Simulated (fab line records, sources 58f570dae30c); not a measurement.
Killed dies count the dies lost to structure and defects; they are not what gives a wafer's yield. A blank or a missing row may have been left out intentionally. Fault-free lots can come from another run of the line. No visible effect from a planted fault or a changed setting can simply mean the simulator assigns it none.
A single fault, viewed from 2 desks :: flow berkeley-cmos170 :: each desk has only its own numbers; what lay behind them comes last

== THE TOOL OWNER'S DESK: litho-track-02 ==
The tool's own readings at UCB170_PSD_COAT_01 (resist thk 900 nm): means of the sampled wafers that have a number, for each lot that ran on this tool. If a lot's mean is further than 4 standard deviations from the usual mean, the lot is out of limits and carries the mark OUT (the distance appears in the brackets).
Columns: A = spin-speed-rpm at UCB170_PSD_COAT_01, usual 1500.1 rpm
lot: L360
first seen here: day 7 17:02
A: 1500.1

lot: L369
first seen here: day 9 16:32
A: 1500.9

lot: L372
first seen here: day 10 00:28
A: 1500.4

lot: L375
first seen here: day 11 03:08
A: 1500.5

lot: L377
first seen here: day 11 14:18
A: 1500.5
This desk's verdict: no lot among the 5 shows anything out of limits.

== FROM THE METROLOGY DESK ==
Means of the sampled wafers that have a number, per lot and without regard to the tool the lot ran on: this is what the gauges read. If a lot's mean is further than 4 standard deviations from the usual mean, the lot is out of limits and carries the mark OUT (the distance appears in the brackets).
Columns: A = cd-nm at UCB170_NSD_CD_MEAS_06, usual 1200.4 nm; B = NSD_OVL at UCB170_NSD_OVL_MEAS_07, usual 2 nm
lot: L359
first seen here: day 7 06:17
A: 1199.4
B: -6

lot: L358
first seen here: day 7 06:56
A: 1201.3
B: 6

lot: L360
first seen here: day 7 19:23
A: 1200.2
B: 2

lot: L362
first seen here: day 8 03:09
A: 1200.5
B: -3

lot: L365
first seen here: day 9 03:26
A: 1200.8
B: 4

lot: L368
first seen here: day 9 12:37
A: 1198.6
B: 1

lot: L367
first seen here: day 9 12:55
A: 1201.8
B: 10

lot: L369
first seen here: day 9 18:59
A: 1199.8
B: -9

lot: L372
first seen here: day 10 04:41
A: 1198.4
B: 2

lot: L371
first seen here: day 10 04:43
A: 1201.8
B: 3

lot: L375
first seen here: day 11 06:38
A: 1199.2
B: 10

lot: L376
first seen here: day 11 07:06
A: 1201.3
B: -0

lot: L378
first seen here: day 11 11:31
A: 1199.1
B: 5

lot: L377
first seen here: day 11 16:55
A: 1200.9
B: -3
This desk's verdict: no lot among the 14 shows anything out of limits.

== PUT TOGETHER ==
The tool owner's desk saw nothing out of limits.
At the metrology desk, nothing out of limits was observed.

== WHAT WAS PUT IN BY THE SIMULATOR ==
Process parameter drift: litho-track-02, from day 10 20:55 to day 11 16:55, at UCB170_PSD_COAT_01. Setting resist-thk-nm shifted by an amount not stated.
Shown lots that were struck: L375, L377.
